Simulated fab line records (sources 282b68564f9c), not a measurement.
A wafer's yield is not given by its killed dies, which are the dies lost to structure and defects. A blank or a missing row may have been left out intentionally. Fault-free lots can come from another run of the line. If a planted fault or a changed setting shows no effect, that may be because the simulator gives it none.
What tool caused it? || flow rit-cmos || 39 wafers from 13 lots sampled at 2 of the route's 202 steps

WHAT THE GAUGES SHOWED, per wafer
The record lacks any reading of a measuring or inspecting step that a usual standard deviation could be used to judge.

WHICH TOOL RAN EACH LOT (tool, then ch and the chambers of the sampled wafers, then the start)
{"lot": "L319", "RIT_SPACER_ETCHBACK_05": "rie-diel-02 ch 0,3, day 2 22:27", "RIT_M1_PROBE_99": "-"}
{"lot": "L320", "RIT_SPACER_ETCHBACK_05": "rie-diel-02 ch 0,3, day 3 05:11", "RIT_M1_PROBE_99": "-"}
{"lot": "L321", "RIT_SPACER_ETCHBACK_05": "rie-diel-01 ch 0,1,2, day 3 10:08", "RIT_M1_PROBE_99": "-"}
{"lot": "L322", "RIT_SPACER_ETCHBACK_05": "rie-diel-02 ch 0,1,2, day 3 15:05", "RIT_M1_PROBE_99": "-"}
{"lot": "L323", "RIT_SPACER_ETCHBACK_05": "rie-diel-04 ch 0,2,3, day 3 19:07", "RIT_M1_PROBE_99": "-"}
{"lot": "L326", "RIT_SPACER_ETCHBACK_05": "rie-diel-02 ch 2,3, day 4 08:46", "RIT_M1_PROBE_99": "prober-01, day 4 19:35"}
{"lot": "L327", "RIT_SPACER_ETCHBACK_05": "rie-diel-01 ch 0,1,2, day 4 15:23", "RIT_M1_PROBE_99": "-"}
{"lot": "L328", "RIT_SPACER_ETCHBACK_05": "rie-diel-04 ch 2,3, day 4 19:37", "RIT_M1_PROBE_99": "-"}
{"lot": "L330", "RIT_SPACER_ETCHBACK_05": "rie-diel-02 ch 1,2,3, day 5 05:09", "RIT_M1_PROBE_99": "prober-02, day 5 20:19"}
{"lot": "L335", "RIT_SPACER_ETCHBACK_05": "rie-diel-04 ch 0,1,2, day 6 05:50", "RIT_M1_PROBE_99": "-"}
{"lot": "L336", "RIT_SPACER_ETCHBACK_05": "rie-diel-01 ch 0,2,3, day 6 11:51", "RIT_M1_PROBE_99": "-"}
{"lot": "L337", "RIT_SPACER_ETCHBACK_05": "rie-diel-04 ch 1,2, day 6 22:01", "RIT_M1_PROBE_99": "prober-01, day 7 09:43"}
{"lot": "L340", "RIT_SPACER_ETCHBACK_05": "rie-diel-04 ch 0,1,2, day 7 10:01", "RIT_M1_PROBE_99": "-"}
- RIT_SPACER_ETCHBACK_05: etches Si3N4 in SF6/CHF3, stops on SiO2, target depth 250 nm, time 240 s.
- RIT_M1_PROBE_99

WHAT THE TOOLS THEMSELVES READ (means of the sampled wafers that have a number; where no wafer has one, the mark that the record gives instead)
RIT_SPACER_ETCHBACK_05. Usual: drypump-motor-current-A 5.5 A, standard deviation 0.36; oes-product-au 0.843 a.u., standard deviation 0.015; throttle-valve-pct 10.26 %, standard deviation 0.18.
{"lot": "L319", "tool": "rie-diel-02", "drypump-motor-current-A (A)": 5.7, "oes-product-au (a.u.)": 0.845, "throttle-valve-pct (%)": 10.26, "flag": ""}
{"lot": "L320", "tool": "rie-diel-02", "drypump-motor-current-A (A)": 5.7, "oes-product-au (a.u.)": 0.846, "throttle-valve-pct (%)": 10.26, "flag": ""}
{"lot": "L321", "tool": "rie-diel-01", "drypump-motor-current-A (A)": 5.7, "oes-product-au (a.u.)": 0.852, "throttle-valve-pct (%)": 10.31, "flag": ""}
{"lot": "L322", "tool": "rie-diel-02", "drypump-motor-current-A (A)": 5.3, "oes-product-au (a.u.)": 0.828, "throttle-valve-pct (%)": 10.33, "flag": ""}
{"lot": "L323", "tool": "rie-diel-04", "drypump-motor-current-A (A)": 5.5, "oes-product-au (a.u.)": 0.838, "throttle-valve-pct (%)": 10.29, "flag": ""}
{"lot": "L326", "tool": "rie-diel-02", "drypump-motor-current-A (A)": 5.3, "oes-product-au (a.u.)": 0.851, "throttle-valve-pct (%)": 10.14, "flag": ""}
{"lot": "L327", "tool": "rie-diel-01", "drypump-motor-current-A (A)": 5.7, "oes-product-au (a.u.)": 0.846, "throttle-valve-pct (%)": 10.30, "flag": ""}
{"lot": "L328", "tool": "rie-diel-04", "drypump-motor-current-A (A)": 5.5, "oes-product-au (a.u.)": 0.831, "throttle-valve-pct (%)": 10.15, "flag": ""}
{"lot": "L330", "tool": "rie-diel-02", "drypump-motor-current-A (A)": 5.2, "oes-product-au (a.u.)": 0.837, "throttle-valve-pct (%)": 10.26, "flag": ""}
{"lot": "L335", "tool": "rie-diel-04", "drypump-motor-current-A (A)": 5.8, "oes-product-au (a.u.)": 0.838, "throttle-valve-pct (%)": 10.16, "flag": ""}
{"lot": "L336", "tool": "rie-diel-01", "drypump-motor-current-A (A)": 5.4, "oes-product-au (a.u.)": 0.851, "throttle-valve-pct (%)": 10.21, "flag": ""}
{"lot": "L337", "tool": "rie-diel-04", "drypump-motor-current-A (A)": 5.7, "oes-product-au (a.u.)": 0.838, "throttle-valve-pct (%)": 10.03, "flag": ""}
{"lot": "L340", "tool": "rie-diel-04", "drypump-motor-current-A (A)": 5.8, "oes-product-au (a.u.)": 0.842, "throttle-valve-pct (%)": 10.16, "flag": ""}

RIT_M1_PROBE_99. Usual: killed_at_M0_to_M3 0.0, standard deviation 0.083; killed-at-contacts 0.1, standard deviation 0.25; killed-at-front-end 7.1, standard deviation 2.9; killed-dies 7.2, standard deviation 2.9; killed-open 3.6, standard deviation 1.9; killed-short 3.5, standard deviation 1.9.
{"lot": "L326", "tool": "prober-01", "killed_at_M0_to_M3": 0.0, "killed-at-contacts": 0.0, "killed-at-front-end": 25.3, "killed-dies": 25.3, "killed-open": 4.0, "killed-short": 2.0, "flag": "OFF"}
{"lot": "L330", "tool": "prober-02", "killed_at_M0_to_M3": 0.0, "killed-at-contacts": 0.0, "killed-at-front-end": 19.7, "killed-dies": 19.7, "killed-open": 4.0, "killed-short": 4.0, "flag": "OFF"}
{"lot": "L337", "tool": "prober-01", "killed_at_M0_to_M3": 0.0, "killed-at-contacts": 0.0, "killed-at-front-end": 6.3, "killed-dies": 6.3, "killed-open": 2.3, "killed-short": 4.0, "flag": ""}

THE ANSWER, worked out from the rows above alone
Rule: take the mean of a lot's wafers that have a number; if it is more than 3 standard deviations from the usual mean, the lot is off. Also off: a lot with no number at a reading for which 4 or more lots have one. Where the step has rows for the other lots, those lots are counted as sound. The gauges are gone through in route order, then the tools' own readings, and for those a lot's mean is taken as printed above. At the first step where some lot is off, the reading lying furthest off is the one used; lots without a number count as furthest.
Off: L326, L330 (RIT_M1_PROBE_99, killed-at-front-end). Neither off nor sound, because the step has no rows for them: L319, L320, L321, L322, L323, L327, L328, L335, L336, L340.
If a tool, at that step or one of the process steps before it, ran each lot that is off and ran no sound lot following the first of them, it fits. One candidate fits, namely rie-diel-02 at RIT_SPACER_ETCHBACK_05. It ran no sound lot before its first lot that is off in this sample, so the start can't be narrowed down.

WHAT WAS PUT IN BY THE SIMULATOR
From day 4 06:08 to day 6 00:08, rie-diel-02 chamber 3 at RIT_SPACER_ETCHBACK_05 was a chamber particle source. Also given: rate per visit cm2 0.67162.
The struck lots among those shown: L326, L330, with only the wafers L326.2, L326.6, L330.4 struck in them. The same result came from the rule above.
